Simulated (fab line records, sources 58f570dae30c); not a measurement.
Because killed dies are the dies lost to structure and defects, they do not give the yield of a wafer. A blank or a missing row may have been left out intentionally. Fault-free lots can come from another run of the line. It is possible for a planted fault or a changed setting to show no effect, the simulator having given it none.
Code-filled problem report in 8D (eight disciplines) form ; flow berkeley-cmos170 ; the parts of the form that need people (team, actions taken, sign-off) are left out

== 1. PROBLEM STATEMENT ==
Wafers free of any fault read 2219 (standard deviation 16) for NLDD_TW at UCB170_NLDD_TW_MEAS_11, against a mean of 2395 on 6 wafers of 2 lots. Relative to the usual mean, that is a shift of +11 standard deviations.
First seen on wafer L776.1, day 9 08:45, on film-metro-03. Wafers with a number at this step in the record: 36, from 12 lots. Rule for "out" (also "out of limits"): further than 4 standard deviations from the usual mean. The rest of the wafers with a number are treated as sound.

== 2. WHAT IT IS; WHAT IT IS NOT ==
question;is;is not
which readings at this step;NLDD_TW;-
which lots;L776, L779;L764, L765, L766, L767, L768, L769, L781, L783, L784, L787
which wafers of those lots;all that have a number;-
read on which gauges;film-metro-01, film-metro-03;film-metro-02
when;from day 9 08:45;"up to then (18 sound wafers); but 12 sound wafers of L781, L783, L784, L787 came after"

== 3. WHAT RULES OUT EACH SUSPECT ==
Counting: a tool at any process step up to the reading remains a suspect when it ran all the lots that are out and ran no sound lot after the first of those.
- the gauge at UCB170_NLDD_TW_MEAS_11 is ruled out. The wafers that are out were read on 2 gauges (film-metro-01, film-metro-03).
- implanter-03 at UCB170_NLDD_IMPLANT_09: kept. It processed each lot that is out, first L776 at day 9 08:30, and no sound lot thereafter; up to then, the last sound lot it processed was L769 at day 7 05:34. Its own readings are out on those wafers: dose-ions-cm2, faraday-current-uA.
The count leaves implanter-03 at UCB170_NLDD_IMPLANT_09.

== 4. THE CAUSE (what the simulator had put in) ==
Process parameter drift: implanter-03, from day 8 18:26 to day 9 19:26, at UCB170_NLDD_IMPLANT_09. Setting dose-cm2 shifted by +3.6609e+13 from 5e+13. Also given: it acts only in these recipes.
Counting left only this tool.

== 5. THE CHAIN OF EFFECTS, in route order ==
Each row: a reading where the mean over the struck wafers with a number is more than 3 standard deviations away from the usual. Only readings whose record carries a usual standard deviation are examined. hours: median over the lots of the time between each lot's start at the first step of this table that gives one and its start at this step. sigmas: the change, counted in usual standard deviations.
hours;step;reading;usual;on struck wafers;change;sigmas
0;UCB170_NLDD_IMPLANT_09;dose-ions-cm2;5e+13;9e+13;+4e+13;+99 or more
0;UCB170_NLDD_IMPLANT_09;faraday-current-uA;159;275;+116;+38
0;UCB170_NLDD_TW_MEAS_11;NLDD_TW;2219;2395;+176;+11
11;UCB170_SDANNEAL_RS_MEAS_05;NLDD_RS;615.3 ohm/sq;496.9;-118.4;-99
Process steps it contains:
- UCB170_NLDD_IMPLANT_09

== 6. HOW IT WOULD HAVE BEEN CAUGHT EARLIER ==
The first out-of-limits reading at a measuring or inspecting step in this record came at day 9 08:45, 14 hours after the fault's start at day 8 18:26.
Tool's own readings at UCB170_NLDD_IMPLANT_09, dose-ions-cm2, faraday-current-uA: out on all struck wafers the step has rows for; an alarm limit on them would have tripped on the first.
Lots out: 2; of these, L779 started UCB170_NLDD_IMPLANT_09 on implanter-03 after day 9 08:45. A hold on the tool at that time would have spared it.
